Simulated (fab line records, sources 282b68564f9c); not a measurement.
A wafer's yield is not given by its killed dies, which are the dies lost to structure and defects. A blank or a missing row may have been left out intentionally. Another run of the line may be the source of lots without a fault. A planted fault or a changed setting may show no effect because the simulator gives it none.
Comparing a struck lot with a sound one + flow rit cmos + 27 out of 202 route steps
Sound: the wafers L578.1, L578.3, L578.5. The struck wafers were L575.1, L575.4, L575.6. The cause is given at the end.
Order at every step that has rows: each side's tool, ch and its chambers, its first start. Under that, the readings that differ: sound wafers + struck wafers + difference of the means + sigmas: that difference in standard deviations of wafers without a fault.
alike: same words and numbers on both sides, and readings whose means sit less than 2 such deviations apart. not compared: any withheld reading, any reading some wafer has no value for, any bound like >300 that may hide the same value, and any number with overlapping values for which the record gives no deviation.
The two part at a step that has a row with sigmas, a row that says differs or no value, or rows on one side only. When numbers do not overlap yet have no deviation, they are printed without sigmas and do not part them. Lack of a reading on every wafer of one side parts them only where that side has two or more wafers.

first, 4 steps without rows for these wafers: RIT_CONTACT_SOFTBAKE_04 (time 60 s); RIT_CONTACT_EXPOSE_05 (exposes mask M11, target cd 1000 nm); RIT_CONTACT_PEB_06; RIT_CONTACT_DEVELOP_07 (develop time 120 s).
RIT_CONTACT_CD_MEAS_08 targets a cd of 1000 nm.
  sound on cd sem-01 at day 6 19:00; struck on cd sem-02 at day 6 01:14
  alike: cd nm
RIT_CONTACT_OVL_MEAS_09:
  sound on overlay-02 at day 6 19:07; struck on overlay-01 at day 6 01:22
  alike: CONTACT_OVL
then, 1 step without rows for these wafers: RIT_CONTACT_HARDBAKE_10 (time 60 s).
RIT_CONTACT_ETCH_11: etches SiO2 in CHF3/CF4/Ar, stops on TiSi2, target depth 480 nm, time 320 s.
  sound on rie diel-02 ch 2,3, day 6 19:19; struck on rie diel-04 ch 1,2,3, day 6 01:32
  alike: chamber pressure mTorr, drypump motor current A, oes product au, throttle valve pct
  not compared: rf hours counter h
RIT_CONTACT_STRIP_12: strips in O2, time 180 s.
  sound on plasma asher-01 ch 1, day 6 19:30; struck on plasma asher-04 ch 0,1, day 6 01:44
  alike: chamber pressure mTorr, drypump motor current A
  not compared: rf hours counter h
RIT_CONTACT_CD_MEAS_90 targets a cd of 1000 nm.
  sound on cd sem-02 at day 6 19:41; struck on cd sem-01 at day 6 01:55
  alike: cd nm
then, 2 steps without rows for these wafers: RIT_CONTACT_CLEAN_13 (cleans in SC1, time 600 s); RIT_CONTACT_CLEAN_14 (cleans in SC2, time 600 s).
RIT_M1_SPUTTER_00: material Al, target thk 400 nm, time 500 s.
  sound on pvd sputter-04 at day 6 20:09; struck on pvd sputter-02 at day 6 02:23
| reading                               | sound             | struck            | difference | sigmas |
|---------------------------------------|-------------------|-------------------|------------|--------|
| model.Al_of_M1_SPUTTER_00.thk nm (nm) | 394.6 396.9 400.9 | 290.4 283.3 285.6 | -111.0     |        |
  alike: chamber pressure pa, throttle valve pct
RIT_M1_RS_MEAS_01: the measuring method here is four-point-probe.
  sound on film metro-04 at day 6 20:26; struck on film metro-02 at day 6 02:41
| reading           | sound                | struck               | difference | sigmas |
|-------------------|----------------------|----------------------|------------|--------|
| M1_AL_RS (ohm/sq) | 0.0746 0.0742 0.0733 | 0.1020 0.1048 0.1038 | +0.0295    | +37    |
RIT_M1_THK_MEAS_02: measures by xrf.
  sound on film metro-04 at day 6 20:34; struck on film metro-02 at day 6 02:48
| reading        | sound       | struck      | difference | sigmas |
|----------------|-------------|-------------|------------|--------|
| M1_AL_THK (nm) | 398 397 404 | 288 283 283 | -115       | -23    |
then, 6 steps without rows for these wafers: RIT_M1_HMDS_03 (prime time 60 s); RIT_M1_COAT_04 (resist thk 1300 nm); RIT_M1_SOFTBAKE_05 (time 60 s); RIT_M1_EXPOSE_06 (exposes mask M12, target cd 2600 nm); RIT_M1_PEB_07; RIT_M1_DEVELOP_08 (develop time 68 s).
RIT_M1_CD_MEAS_09 targets a cd of 2600 nm.
  sound on cd sem-01 at day 6 21:30; struck on cd sem-02 at day 6 03:52
  alike: cd nm
RIT_M1_OVL_MEAS_10:
  sound on overlay-02 at day 6 21:37; struck on overlay-01 at day 6 03:59
  alike: M1_OVL
then, 1 step without rows for these wafers: RIT_M1_HARDBAKE_11 (time 120 s).
RIT_M1_METAL_ETCH_12: etches Al in Cl2/BCl3, stops on SiO2, time 165 s, target depth 600 nm.
  sound on rie metal-03 ch 0,1, day 6 22:04; struck on rie metal-03 ch 0,1, day 6 04:16
| reading               | sound             | struck            | difference | sigmas |
|-----------------------|-------------------|-------------------|------------|--------|
| oes product au (a.u.) | 0.761 0.767 0.778 | 0.654 0.636 0.647 | -0.123     | -9     |
  alike: chamber pressure mTorr, drypump motor current A, throttle valve pct
  not compared: rf hours counter h
then, 1 step without rows for these wafers: RIT_M1_STRIP_13 (strips in nmp, time 600 s).
RIT_M1_PROBE_99:
  sound on prober-01 at day 7 00:21; struck on prober-02 at day 6 06:31
| reading                  | sound                   | struck                | difference | sigmas |
|--------------------------|-------------------------|-----------------------|------------|--------|
| model.etest.m1.rs ohm sq | 0.07348 0.07291 0.07196 | 0.09957 0.1022 0.1017 | +0.02837   |        |
  alike: defect limited yield, killed at front end, killed dies, killed open, killed short, sort_bin_3_pad_short, sort_bin_5_function, sort_bin_6_memory, sort n pass, sort yield pct
  not compared: model.etest.antenna m1.vt shift v

WHERE THEY PART
First at RIT_M1_RS_MEAS_01; last, within this record, at RIT_M1_METAL_ETCH_12. Later steps at which nothing parts them and some readings are alike: RIT_M1_PROBE_99.

WHY: what the simulator had put in
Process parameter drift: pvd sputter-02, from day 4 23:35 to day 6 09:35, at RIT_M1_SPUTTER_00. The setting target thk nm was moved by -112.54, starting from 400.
